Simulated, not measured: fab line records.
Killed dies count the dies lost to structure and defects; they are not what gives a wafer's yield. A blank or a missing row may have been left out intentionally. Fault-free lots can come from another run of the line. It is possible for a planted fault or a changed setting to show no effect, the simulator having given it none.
Code-filled problem report in 8D (eight disciplines) form | flow berkeley-cmos170 | the parts of the form that need people (team, actions taken, sign-off) are left out

1. THE ISSUE
GATE_POLY_THK at UCB170_GATE_THK_MEAS_05 reads a mean of 142.0 nm on 3 wafers of 1 lot; wafers without a fault read 213.6 nm with a standard deviation of 2. Relative to the usual mean, that is a shift of -36 standard deviations.
First seen on wafer L554.1, day 7 07:31, on film-metro-02. At this step, 39 wafers from 13 lots have a number in the record. Rule for "out", or "out of limits": more than 4 standard deviations from the usual mean. The other wafers with a number count as sound.

2. WHAT IT IS, AND WHAT IT ISN'T
question                    | is                     | is not
which readings at this step | GATE_POLY_THK          | -
which lots                  | L554                   | L549, L551, L555, L557, L558, L559, L563, L565, L568, L569, L570, L571
which wafers of those lots  | all that have a number | -
read on which gauges        | film-metro-02          | film-metro-03, film-metro-04
when                        | from day 7 07:31       | up to then (6 sound wafers); but 30 sound wafers of L555, L557, L558, L559, L563, L565, L568, L569, L570, L571 came after

3. THE SUSPECTS, EACH WITH WHAT RULES IT OUT
Counting: a tool at any process step up to the reading remains a suspect when it ran all the lots that are out and ran no sound lot after the first of those.
- the gauge at UCB170_GATE_THK_MEAS_05: ruled out. All the wafers that are out were read on film-metro-02, but those of them that UCB170_GATE_ETCH_15 has rows for are out there too, on other tools.
- plasma-asher-03 at UCB170_PFIELD_STRIP_08 (strips in O2): ruled out as a lasting fault. Sound lots L555, L558, L559, L568, L571 ran on it after its first lot that is out, L554 (day 5 14:14).
- lpcvd-02 at UCB170_GATE_CVD_04 (deposits poly-Si from SiH4, time 1440 s, target thk 214 nm): ruled out as a lasting fault. Sound lots L570, L571 ran on it after its first lot that is out, L554 (day 7 06:07).
Left after counting: nothing in the record.

4. THE CAUSE (what the simulator had put in)
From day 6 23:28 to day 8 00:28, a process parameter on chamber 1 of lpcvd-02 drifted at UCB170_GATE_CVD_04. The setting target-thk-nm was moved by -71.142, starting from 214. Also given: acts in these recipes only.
It was ruled out by counting, in error; the rule expects a fault to strike all lots run on its tool from its start on, and this fault did not.

5. THE EFFECT CHAIN, in route order
One row per reading whose mean, taken over the struck wafers that have a number, lies over 3 standard deviations from the usual. Only readings for which the record gives a usual standard deviation are gone through. hours: the time from each lot's start at the first step in this table that gives one to its start at this step, as a median over the lots. sigmas: the change in usual standard deviations.
hours | step                    | reading        | usual      | on struck wafers | change | sigmas
0     | UCB170_GATE_THK_MEAS_05 | GATE_POLY_THK  | 213.6 nm   | 142.0            | -71.6  | -36
2     | UCB170_GATE_ETCH_15     | oes-product-au | 0.831 a.u. | 0.661            | -0.170 | -13
Its process steps:
- UCB170_GATE_ETCH_15: etches poly-Si in HBr/Cl2, stops on SiO2, time 56.3 s, target depth 278.2 nm.
Later measuring or inspecting steps at which every struck wafer that the step has a row for has a number for every such reading, and none has moved that far: UCB170_PLDD_CD_MEAS_06.

6. HOW IT WOULD HAVE BEEN CAUGHT EARLIER
Counted from the fault's start at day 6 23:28, it took 8 hours until the first out-of-limits reading at a measuring or inspecting step in this record, taken at day 7 07:31.
Of the tool readings at UCB170_GATE_CVD_04 for which the record gives a usual standard deviation, none was out on any struck wafer, so an alarm limit of 4 standard deviations on them would not have fired.
